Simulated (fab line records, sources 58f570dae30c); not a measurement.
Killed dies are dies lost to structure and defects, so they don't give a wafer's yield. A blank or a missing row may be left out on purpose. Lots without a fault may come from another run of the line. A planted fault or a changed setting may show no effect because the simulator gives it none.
Chamber matching | flow berkeley_cmos170 | UCB170_V2_CMP_02 on cmp-02: 4 sister chambers
The step polishes SiO2. 16 wafers are shown with their chamber, then 8 later ones without.

WAFERS WITH THEIR CHAMBER
wafer  | chamber | motor_current_A (A) | head_pressure_psi (psi)
L582.1 | 2       | 15.2                | 6.002
L582.2 | 3       | 20.0                | 6.004
L582.4 | 0       | 17.2                | 6.021
L583.1 | 0       | 17.3                | 6.029
L583.2 | 3       | 19.6                | 5.977
L583.3 | 1       | 15.1                | 5.991
L584.2 | 3       | 19.5                | 5.990
L584.4 | 1       | 15.4                | 6.000
L584.5 | 0       | 16.1                | 6.014
L587.1 | 2       | 15.9                | 5.973
L587.2 | 3       | 19.3                | 6.017
L587.3 | 1       | 15.9                | 5.994
L589.1 | 0       | 16.2                | 6.006
L589.4 | 3       | 19.2                | 5.974
L589.5 | 3       | 20.2                | 5.994
L594.4 | 3       | 19.6                | 5.977

SIGNATURES (means of the wafers above)
reading           | chamber 0 | chamber 1 | chamber 2 | chamber 3 | scatter within a chamber
motor_current_A   | 16.700    | 15.467    | 15.550    | 19.629    | 0.462
head_pressure_psi | 6.01750   | 5.99500   | 5.98750   | 5.99043   | 0.0138
Rule: a wafer's distance from a chamber is the root of the sum, over the readings, of the square of ((its reading less the chamber's mean) divided by the reading's scatter). The wafer belongs to the nearest chamber; if the next one is less than 2 further off, it can't be placed. The scatter: the root of (the sum of the squares of (reading less its chamber's mean) over the shown wafers, divided by (wafers less chambers)).

WAFERS WITHOUT THEIR CHAMBER
wafer  | motor_current_A (A) | head_pressure_psi (psi)
L594.5 | 15.8                | 5.996
L594.6 | 15.3                | 5.985
L601.2 | 19.1                | 5.996
L601.5 | 17.1                | 5.979
L601.6 | 15.4                | 6.010
L603.4 | 15.4                | 5.980
L603.5 | 17.0                | 5.998
L603.6 | 15.1                | 5.996

WHICH CHAMBER EACH WENT THROUGH
wafer  | from the rows above          | in truth
L594.5 | can't be placed: 1 or 2 or 0 | 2
L594.6 | can't be placed: 2 or 1      | 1
L601.2 | 3                            | 3
L601.5 | can't be placed: 0 or 2 or 1 | 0
L601.6 | can't be placed: 1 or 2 or 0 | 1
L603.4 | can't be placed: 2 or 1      | 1
L603.5 | can't be placed: 0 or 2 or 1 | 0
L603.6 | can't be placed: 1 or 2      | 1
Placed correctly: 1 of 8. Can't be placed from these rows: 7 (the true chamber is among the candidates in 7). Placed wrongly: 0.
